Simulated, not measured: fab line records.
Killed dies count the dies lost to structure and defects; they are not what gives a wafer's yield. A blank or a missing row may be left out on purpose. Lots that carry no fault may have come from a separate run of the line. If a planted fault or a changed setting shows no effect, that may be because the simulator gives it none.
Chamber matching :: flow berkeley_cmos170 :: 4 sister chambers for UCB170_V2_CMP_02 on cmp-01
The step polishes SiO2. 7 wafers are shown with their chamber, then 7 later ones without.

EACH WAFER AND ITS CHAMBER
wafer: L770.3
chamber: 0
motor_current_A (A): 16.1
slurry_filter_dp_kPa (kPa): 13.60

wafer: L774.6
chamber: 0
motor_current_A (A): 16.3
slurry_filter_dp_kPa (kPa): 13.28

wafer: L776.3
chamber: 1
motor_current_A (A): 15.7
slurry_filter_dp_kPa (kPa): 13.31

wafer: L776.5
chamber: 2
motor_current_A (A): 18.2
slurry_filter_dp_kPa (kPa): 13.53

wafer: L776.6
chamber: 1
motor_current_A (A): 17.0
slurry_filter_dp_kPa (kPa): 13.32

wafer: L780.1
chamber: 2
motor_current_A (A): 18.0
slurry_filter_dp_kPa (kPa): 13.47

wafer: L780.3
chamber: 3
motor_current_A (A): 17.2
slurry_filter_dp_kPa (kPa): 13.70

WAFERS WHOSE CHAMBER IS MISSING
wafer: L780.5
motor_current_A (A): 16.1
slurry_filter_dp_kPa (kPa): 13.84

wafer: L785.1
motor_current_A (A): 16.0
slurry_filter_dp_kPa (kPa): 13.30

wafer: L785.3
motor_current_A (A): 16.4
slurry_filter_dp_kPa (kPa): 13.38

wafer: L785.5
motor_current_A (A): 16.7
slurry_filter_dp_kPa (kPa): 13.55

wafer: L788.1
motor_current_A (A): 15.6
slurry_filter_dp_kPa (kPa): 13.60

wafer: L788.2
motor_current_A (A): 16.1
slurry_filter_dp_kPa (kPa): 13.66

wafer: L788.5
motor_current_A (A): 17.0
slurry_filter_dp_kPa (kPa): 13.60

WHICH CHAMBER EACH ONE RAN IN
wafer: L780.5
from the rows above: can't be placed: 3 or 0 or 1
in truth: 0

wafer: L785.1
from the rows above: can't be placed: 1 or 0
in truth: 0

wafer: L785.3
from the rows above: can't be placed: 1 or 0
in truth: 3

wafer: L785.5
from the rows above: can't be placed: 0 or 3 or 1 or 2
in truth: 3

wafer: L788.1
from the rows above: can't be placed: 0 or 1 or 3
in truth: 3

wafer: L788.2
from the rows above: can't be placed: 0 or 3 or 1
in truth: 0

wafer: L788.5
from the rows above: can't be placed: 3 or 0 or 2 or 1
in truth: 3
Placed correctly: 0 of 7. Can't be placed from these rows: 7 (the true chamber is among the candidates in 6). Placed wrongly: 0.
How it was worked out, from the rows above alone: a wafer's distance from a chamber is the root of the sum, over the readings, of the square of ((its reading less the chamber's mean) divided by the reading's scatter). If the next closest chamber is less than 2 further off than the closest, the wafer can't be placed; otherwise it belongs to the closest. For every chamber, the mean is computed from those of its wafers that are shown. The scatter is the square root of a quotient: the sum, over the shown wafers, of each reading's squared deviation from its chamber's mean, divided by wafers minus chambers.
